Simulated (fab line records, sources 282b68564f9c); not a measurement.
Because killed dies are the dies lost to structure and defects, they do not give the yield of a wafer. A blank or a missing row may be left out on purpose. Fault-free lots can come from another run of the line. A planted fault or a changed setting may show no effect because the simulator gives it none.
Check for tools in common ; flow rit_cmos ; 14 lots and 42 wafers in the sample

== WHY THIS WAS OPENED ==
Of 14 lots, 2 have the reading GATE_OXIDE_THK flagged at RIT_GATE_THK_MEAS_07. Wafers without a fault read 2.97 nm, standard deviation 0.058.
Rule: a lot is flagged when every wafer of it that has a number lies more than 4 standard deviations from that mean, or none has a number. All remaining lots are regarded as sound.

lot;measured;on;GATE_OXIDE_THK (nm), wafer by wafer;flag
L647;day 2 10:20;film_metro-01;3.02 3.04 2.95;
L649;day 3 00:46;film_metro-02;2.99 3.01 2.93;
L653;day 3 15:08;film_metro-03;2.83 2.86 2.92;
L654;day 3 21:02;film_metro-03;2.95 2.93 2.88;
L657;day 4 12:23;film_metro-03;2.91 2.90 2.82;
L658;day 4 17:25;film_metro-01;3.99 3.99 4.02;FLAGGED
L662;day 5 16:13;film_metro-01;4.05 4.05 4.02;FLAGGED
L664;day 5 23:51;film_metro-02;2.92 2.96 2.95;
L665;day 6 03:26;film_metro-01;2.94 2.87 3.01;
L666;day 6 12:03;film_metro-02;2.93 2.94 3.03;
L667;day 6 13:22;film_metro-01;3.01 2.99 3.02;
L668;day 6 20:02;film_metro-01;2.88 2.96 2.95;
L669;day 7 01:24;film_metro-03;3.00 3.00 2.91;
L670;day 7 06:14;film_metro-03;2.98 3.03 2.98;
Average over the flagged lots: 4.02 nm; offset from the usual +1.05 nm, equal to +18 standard deviations.

== WHICH TOOL EACH LOT WENT THROUGH ==
The record holds 1 process step before the reading, out of a route of 202 steps. Every cell lists first the tool, next ch and the chambers used by the sampled wafers, and last the start.
lot;flag;RIT_GATE_OXIDATION_05
L647;;furnace-03 ch 0, day 2 09:00
L649;;furnace-03 ch 0, day 2 22:53
L653;;furnace-01 ch 0, day 3 13:47
L654;;furnace-01 ch 0, day 3 19:43
L657;;furnace-01 ch 0, day 4 11:04
L658;FLAGGED;furnace-01 ch 0, day 4 15:03
L662;FLAGGED;furnace-01 ch 0, day 5 13:11
L664;;furnace-02 ch 0, day 5 22:31
L665;;furnace-02 ch 0, day 6 02:07
L666;;furnace-02 ch 0, day 6 09:52
L667;;furnace-03 ch 0, day 6 12:02
L668;;furnace-03 ch 0, day 6 18:43
L669;;furnace-03 ch 0, day 7 00:04
L670;;furnace-02 ch 0, day 7 04:53
What the steps here do:
- RIT_GATE_OXIDATION_05: target thk 3 nm, ox time 270 s.
- RIT_GATE_THK_MEAS_07

== FLAGGED AGAINST TOTAL, ONE TOOL AT A TIME (gauges that did the reading follow at the end) ==
step;tool;lots run;flagged;share of the flagged lots;sound lots run after its first flagged lot
RIT_GATE_OXIDATION_05;furnace-01;5;2;all;0
RIT_GATE_OXIDATION_05;furnace-02;4;0;none;-
RIT_GATE_OXIDATION_05;furnace-03;5;0;none;-
RIT_GATE_THK_MEAS_07;film_metro-01;6;2;all;3 (L665,L667,L668)
RIT_GATE_THK_MEAS_07;film_metro-02;3;0;none;-
RIT_GATE_THK_MEAS_07;film_metro-03;5;0;none;-

== THE TABLE: WHAT IT ALLOWS ==
2 rows of the table ran every flagged lot: furnace-01 at RIT_GATE_OXIDATION_05, film_metro-01 at RIT_GATE_THK_MEAS_07.
- furnace-01 at RIT_GATE_OXIDATION_05 ran 5 lots, 2 of them flagged. Its last sound lot is L657 (day 4 11:04), its first flagged lot L658 (day 4 15:03): a fault that began between those two fits.
- film_metro-01 at RIT_GATE_THK_MEAS_07 ran 6 lots, 2 of them flagged. After the first flagged lot (L665, L667, L668), sound lots still ran on it; a lasting fault on the whole tool would not permit that.
What remains is a single tool, furnace-01 at RIT_GATE_OXIDATION_05.

== WHAT WAS PUT IN BY THE SIMULATOR ==
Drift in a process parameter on furnace-01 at RIT_GATE_OXIDATION_05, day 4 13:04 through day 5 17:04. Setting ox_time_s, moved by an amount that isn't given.
Struck lots among those shown: L658, L662. The same result came from the rule above.
